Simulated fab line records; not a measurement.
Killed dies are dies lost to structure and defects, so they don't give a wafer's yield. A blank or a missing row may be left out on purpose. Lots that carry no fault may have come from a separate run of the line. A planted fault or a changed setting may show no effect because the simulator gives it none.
Comparing a struck lot with a sound one | flow rit cmos | 29 out of 202 route steps
Sound: these wafers, L217.1, L217.4, L217.6. Struck: wafers L224.2, L224.6. (L224.5 of the same lot was not struck and is left out.) The cause comes at the end.
At each step with rows: each side's tool, then ch and its chambers, then its first start. Under that, the readings that differ: sound wafers | struck wafers | difference of the means | sigmas: that difference in standard deviations of wafers without a fault.
alike: readings with means less than 2 such deviations apart, plus words and numbers identical on both sides. not compared: withheld readings, readings lacking a value on some wafer, bounds such as >300 that could conceal the same value, and numbers that have no deviation in the record and whose values overlap.
The two part at a step that has a row with sigmas, a row that says differs or no value, or rows on one side only. Numbers that don't overlap but have no deviation are shown without sigmas and don't part them. A reading that every wafer of one side lacks parts them only if that side has two wafers or more.

RIT_SDANNEAL_RTA_03: time 5 s.
  sound on rtp anneal-01 ch 0, day 5 10:38; struck on rtp anneal-02 ch 0, day 6 22:43
  alike: wafer_temp_C_max
RIT_SDANNEAL_RS_MEAS_04: measurement is done with a four-point probe.
  struck on film metro-04, day 6 22:47; sound on film metro-04, day 5 10:41
  alike: PSD_RS
RIT_SDANNEAL_RS_MEAS_05: measurement is done with a four-point probe.
  struck on film metro-04, day 6 22:55; sound on film metro-04, day 5 10:49
  alike: NSD_RS
RIT_SDANNEAL_RS_MEAS_06: measurement is done with a four-point probe.
  struck on film metro-04, day 6 23:02; sound on film metro-04, day 5 10:56
  alike: PLDD_RS
RIT_SDANNEAL_RS_MEAS_07: measurement is done with a four-point probe.
  struck on film metro-04, day 6 23:09; sound on film metro-04, day 5 11:03
  reading          | sound             | struck      | difference | sigmas
  NLDD_RS (ohm/sq) | 153.3 153.2 153.3 | 151.9 152.0 | -1.3       | -2
then, 1 step without rows for these wafers: RIT_SILICIDE_WET_ETCH_00 (etches SiO2 in BOE, target depth 14 nm, time 15 s).
RIT_SILICIDE_SPUTTER_01: material Ti, target thk 30 nm, time 240 s.
  struck on pvd sputter-04, day 6 23:16; sound on pvd sputter-04, day 5 11:11
  alike: substrate temp c, throttle valve pct
RIT_SILICIDE_RS_MEAS_02: measurement is done with a four-point probe.
  struck on film metro-01, day 6 23:26; sound on film metro-02, day 5 11:20
  alike: SILICIDE_TI_RS
RIT_SILICIDE_THK_MEAS_03: measures by xrf.
  struck on film metro-01, day 6 23:33; sound on film metro-02, day 5 11:27
  alike: SILICIDE_TI_THK
RIT_SILICIDE_RTA_04: time 10 s, ramp up 5 s, ramp down 5 s.
  sound on rtp anneal-02 ch 0, day 5 11:31; struck on rtp anneal-01 ch 0, day 6 23:37
  alike: wafer_temp_C_max
then, 1 step without rows for these wafers: RIT_SILICIDE_WET_ETCH_05 (etches Ti in SPM, time 120 s).
RIT_SILICIDE_RTA_06: time 10 s, ramp up 5 s, ramp down 10 s.
  sound on rtp anneal-01 ch 0, day 5 11:37; struck on rtp anneal-02 ch 0, day 6 23:43
  alike: wafer_temp_C_max
RIT_CONTACT_CVD_00: deposits SiO2 from TEOS, target thk 400 nm, time 61 s.
  sound on pecvd-01 ch 0,1,2, day 5 11:41; struck on pecvd-03 ch 2, day 6 23:46
  reading                                  | sound           | struck      | difference | sigmas
  model.SiO2_of_CONTACT_CVD_00.thk nm (nm) | 401.3 407 403.2 | 629.3 637.7 | +229.7     |
  alike: heater power w
RIT_CONTACT_THK_MEAS_01:
  struck on film metro-03, day 6 23:50; sound on film metro-03, day 5 11:44
  reading               | sound       | struck  | difference | sigmas
  CONTACT_TEOS_THK (nm) | 401 407 403 | 629 637 | +229       | +43
then, 6 steps without rows for these wafers: RIT_CONTACT_HMDS_02 (prime time 60 s); RIT_CONTACT_COAT_03 (resist thk 1000 nm); RIT_CONTACT_SOFTBAKE_04 (time 60 s); RIT_CONTACT_EXPOSE_05 (exposes mask M11, target cd 1000 nm); RIT_CONTACT_PEB_06; RIT_CONTACT_DEVELOP_07 (develop time 120 s).
RIT_CONTACT_CD_MEAS_08: the cd target is 1000 nm.
  struck on cd sem-02, day 7 00:56; sound on cd sem-01, day 5 13:05
  alike: cd nm
RIT_CONTACT_OVL_MEAS_09:
  struck on overlay-02, day 7 01:02; sound on overlay-02, day 5 13:12
  alike: CONTACT_OVL
then, 1 step without rows for these wafers: RIT_CONTACT_HARDBAKE_10 (time 60 s).
RIT_CONTACT_ETCH_11: etches SiO2 in CHF3/CF4/Ar, stops on TiSi2, target depth 480 nm, time 320 s.
  sound on rie diel-03 ch 0,2,3, day 5 13:23; struck on rie diel-02 ch 0,1, day 7 01:13
  reading                             | sound             | struck      | difference | sigmas
  oes product au (a.u.)               | 0.976 1.004 1.002 | 1.023 1.019 | +0.027     | +2
  model.etch.depth nm (nm)            | 401.3 407 403.2   | 477.1 477.9 | +73.7      |
  model.CONTACT.feature depth nm (nm) | 401.3 407 403.2   | 477.1 477.9 | +73.7      |
  alike: drypump motor current A, mfc ar sccm, throttle valve pct
  not compared: rf hours counter h
RIT_CONTACT_STRIP_12: strips in O2, time 180 s.
  sound on plasma asher-03 ch 0,1, day 5 13:35; struck on plasma asher-01 ch 0, day 7 01:25
  alike: drypump motor current A
  not compared: rf hours counter h
RIT_CONTACT_CD_MEAS_90: the cd target is 1000 nm.
  struck on cd sem-01, day 7 01:37; sound on cd sem-01, day 5 13:46
  alike: cd nm
RIT_CONTACT_CLEAN_13: cleans in SC1, time 600 s.
  sound on wet bench-01 ch 1, day 5 13:53; struck on wet bench-01 ch 0, day 7 01:43
  reading                                  | sound             | struck      | difference | sigmas
  model.SiO2_of_CONTACT_CVD_00.thk nm (nm) | 397.2 402.9 399.1 | 625.3 633.7 | +229.8     |
  alike: bath guard temp C
then, 1 step without rows for these wafers: RIT_CONTACT_CLEAN_14 (cleans in SC2, time 600 s).
RIT_M1_PROBE_99:
  struck on prober-02, day 7 07:00; sound on prober-01, day 5 18:16
  reading            | sound  | struck  | difference | sigmas
  killed at contacts | 0 0 0  | 256 259 | +258       | +99 or more
  killed dies        | 5 7 10 | 264 264 | +257       | +92
  killed on rim      | 1 2 3  | 70 70   | +68        | +52
  alike: killed at front end, killed open, killed short

WHERE THEY PART
Earliest at RIT_SDANNEAL_RS_MEAS_07; latest, in this record, at RIT_M1_PROBE_99.

WHY: the cause the simulator had injected
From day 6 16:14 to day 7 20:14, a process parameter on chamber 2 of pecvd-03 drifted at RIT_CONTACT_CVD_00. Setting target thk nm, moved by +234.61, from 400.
